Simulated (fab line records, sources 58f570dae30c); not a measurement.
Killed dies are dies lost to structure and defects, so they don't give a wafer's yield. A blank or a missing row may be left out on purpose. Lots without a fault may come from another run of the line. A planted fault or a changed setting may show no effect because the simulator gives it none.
Split-lot experiment | flow berkeley_cmos170 | 5 lots, 23 wafers read, on a route of 331 steps

THE SPLIT
At UCB170_CONTACT_CVD_01 (deposits PSG from SiH4/O2/PH3, target thk 700 nm, time 2820 s), the setting sih4_flow_sccm was moved away from the recipe's 60 sccm on 15 of the 23 wafers read, by -13.9% to +6.2%. The other wafers ran this setting at the recipe's value.

The reading is taken at the split's own step.

THE READING
PSG_of_CONTACT_CVD_01.thk_nm (the simulator's own value, which no gauge read), in nm, at UCB170_CONTACT_CVD_01 (deposits PSG from SiH4/O2/PH3, target thk 700 nm, time 2820 s). The file gives no usual value for it. The 8 wafers here that ran the recipe average 695.2 nm, standard deviation 4.3 nm.

wafer  | tool, chamber at the split | sih4_flow_sccm as run, sccm | against the recipe | PSG_of_CONTACT_CVD_01.thk_nm, nm | against lot-mates on the recipe
L075.1 | -, -                       | 57.04                       | -4.9%              | 702.3                            | no lot-mate on the recipe
L075.2 | -, -                       | 57.04                       | -4.9%              | 694.5                            | no lot-mate on the recipe
L075.3 | -, -                       | 57.04                       | -4.9%              | 693.4                            | no lot-mate on the recipe
L075.4 | -, -                       | 57.04                       | -4.9%              | 697.6                            | no lot-mate on the recipe
L075.5 | -, -                       | 57.04                       | -4.9%              | 700.2                            | no lot-mate on the recipe
L077.1 | -, -                       | 60                          | recipe             | 693.2                            | -
L077.2 | -, -                       | 60                          | recipe             | 693.9                            | -
L077.4 | -, -                       | 60                          | recipe             | 691.6                            | -
L077.5 | -, -                       | 60                          | recipe             | 691.8                            | -
L077.6 | -, -                       | 60                          | recipe             | 689.5                            | -
L078.1 | lpcvd-02, 1                | 60                          | recipe             | 701.2                            | -
L078.3 | lpcvd-02, 1                | 60                          | recipe             | 699.7                            | -
L078.6 | lpcvd-02, 1                | 60                          | recipe             | 700.5                            | -
L081.1 | -, -                       | 63.75                       | +6.2%              | 709.4                            | no lot-mate on the recipe
L081.2 | -, -                       | 63.75                       | +6.2%              | 710.4                            | no lot-mate on the recipe
L081.3 | -, -                       | 63.75                       | +6.2%              | 708.8                            | no lot-mate on the recipe
L081.5 | -, -                       | 63.75                       | +6.2%              | 713.9                            | no lot-mate on the recipe
L081.6 | -, -                       | 63.75                       | +6.2%              | 715.1                            | no lot-mate on the recipe
L085.1 | -, -                       | 51.63                       | -13.9%             | 664.7                            | no lot-mate on the recipe
L085.3 | -, -                       | 51.63                       | -13.9%             | 664.9                            | no lot-mate on the recipe
L085.4 | -, -                       | 51.63                       | -13.9%             | 662.8                            | no lot-mate on the recipe
L085.5 | -, -                       | 51.63                       | -13.9%             | 662.8                            | no lot-mate on the recipe
L085.6 | -, -                       | 51.63                       | -13.9%             | 661.7                            | no lot-mate on the recipe

THE FIT
A straight line over all 23 wafers: PSG_of_CONTACT_CVD_01.thk_nm changes by +2.23 nm for each +1% of sih4_flow_sccm; r = +0.93; the points scatter about the line by 6.6 nm.
Too few moved wafers have a lot-mate on the recipe to fit a line with each lot's own level taken away.

THE FILE'S OWN FIT
PSG_of_CONTACT_CVD_01.thk_nm changes by +2.23 nm for each +1% of sih4_flow_sccm, r = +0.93.
